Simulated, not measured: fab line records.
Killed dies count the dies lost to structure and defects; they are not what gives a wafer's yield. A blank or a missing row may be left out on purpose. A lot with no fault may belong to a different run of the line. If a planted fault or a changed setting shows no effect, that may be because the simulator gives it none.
8D (eight disciplines) problem report, filled in by code + flow rit-cmos + the parts of the form that need people (team, actions taken, sign-off) are left out

## 1. THE PROBLEM
ACTIVE_NITRIDE_THK at RIT_ACTIVE_THK_MEAS_04 reads a mean of 195.5 nm on 3 wafers of 1 lot; wafers without a fault read 150.2 nm with a standard deviation of 1.4. Relative to the usual mean, that is a shift of +32 standard deviations.
Earliest sighting: wafer L377.2 on film-metro-03 at day 5 04:01. The record holds 39 wafers of 13 lots with a number at this step. Rule for "out" (also "out of limits"): further than 4 standard deviations from the usual mean. The rest of the wafers with a number are treated as sound.

## 2. WHAT IT IS, AND WHAT IT ISN'T
| question                    | is                     | is not                                                                 |
|-----------------------------|------------------------|------------------------------------------------------------------------|
| which readings at this step | ACTIVE_NITRIDE_THK     | -                                                                      |
| which lots                  | L377                   | L360, L361, L362, L363, L364, L366, L369, L370, L372, L374, L375, L382 |
| which wafers of those lots  | all that have a number | -                                                                      |
| read on which gauges        | film-metro-03          | film-metro-02, film-metro-04                                           |
| when                        | from day 5 04:01       | up to then (33 sound wafers); but 3 sound wafers of L382 came after    |

## 3. THE SUSPECTS, EACH WITH WHAT RULES IT OUT
Counting: a tool at a process step up to the reading stays a suspect if it ran every lot that is out and no sound lot after the first of them.
- ruled out: the gauge at RIT_ACTIVE_THK_MEAS_04. All the wafers that are out were read on film-metro-03, but those of them that RIT_ACTIVE_CVD_03 has rows for are out there too, on other tools.
- lpcvd-02 at RIT_ACTIVE_CVD_03 (deposits Si3N4 from SiH2Cl2/NH3, target thk 150 nm, time 1500 s): kept. It ran the lot that is out, L377 (day 5 02:35), and no sound lot after that; its last sound lot up to then is L374 (day 4 12:47). On those wafers its own readings are out: spike-tc-centre-C, spike-tc-load-C, spike-tc-source-C, susceptor-temp-C.
Remaining after the count: lpcvd-02 at RIT_ACTIVE_CVD_03.

## 4. THE CAUSE (what the simulator had put in)
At RIT_ACTIVE_CVD_03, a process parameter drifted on lpcvd-02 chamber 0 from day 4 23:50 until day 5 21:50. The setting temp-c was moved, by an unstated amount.
Only this tool survived the counting.

## 5. SEQUENCE OF EFFECTS, ordered by route
Each row: a reading where the mean over the struck wafers with a number is more than 3 standard deviations away from the usual. Scope: only readings with a usual standard deviation given in the record; hours: median across lots of the time from each lot's start at the first step in this table that gives one to its start at this step; sigmas: change in usual standard deviations.
| hours | step                   | reading            | usual      | on struck wafers | change | sigmas |
|-------|------------------------|--------------------|------------|------------------|--------|--------|
| 0     | RIT_ACTIVE_CVD_03      | spike-tc-centre-C  | 812.2 C    | 827.7            | +15.5  | +9.7   |
| 0     | RIT_ACTIVE_CVD_03      | spike-tc-load-C    | 832.6 C    | 848.7            | +16.1  | +9.5   |
| 0     | RIT_ACTIVE_CVD_03      | spike-tc-source-C  | 831.4 C    | 847.6            | +16.2  | +6.2   |
| 0     | RIT_ACTIVE_CVD_03      | susceptor-temp-C   | 809.9 C    | 824.9            | +15.0  | +47    |
| 1     | RIT_ACTIVE_THK_MEAS_04 | ACTIVE_NITRIDE_THK | 150.2 nm   | 195.5            | +45.3  | +32    |
| 3     | RIT_ACTIVE_ETCH_13     | oes-product-au     | 0.823 a.u. | 0.955            | +0.132 | +8.8   |
It contains these process steps:
- RIT_ACTIVE_CVD_03: deposits Si3N4 from SiH2Cl2/NH3, target thk 150 nm, time 1500 s.
- RIT_ACTIVE_ETCH_13: etches Si3N4 in SF6, stops on SiO2, time 210 s, target depth 210 nm.

## 6. HOW IT WOULD HAVE BEEN CAUGHT EARLIER
Counted from the fault's start at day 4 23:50, it took 4 hours until the first out-of-limits reading at a measuring or inspecting step in this record, taken at day 5 04:01.
The tool's own readings at RIT_ACTIVE_CVD_03 were out on every struck wafer that the step has a row for (spike-tc-centre-C, spike-tc-load-C, spike-tc-source-C, susceptor-temp-C): an alarm limit on them would have fired on the first of those.
All the lots that are out (1) had begun RIT_ACTIVE_CVD_03 on lpcvd-02 by day 5 04:01. None of them would have been spared by holding the tool at that moment.
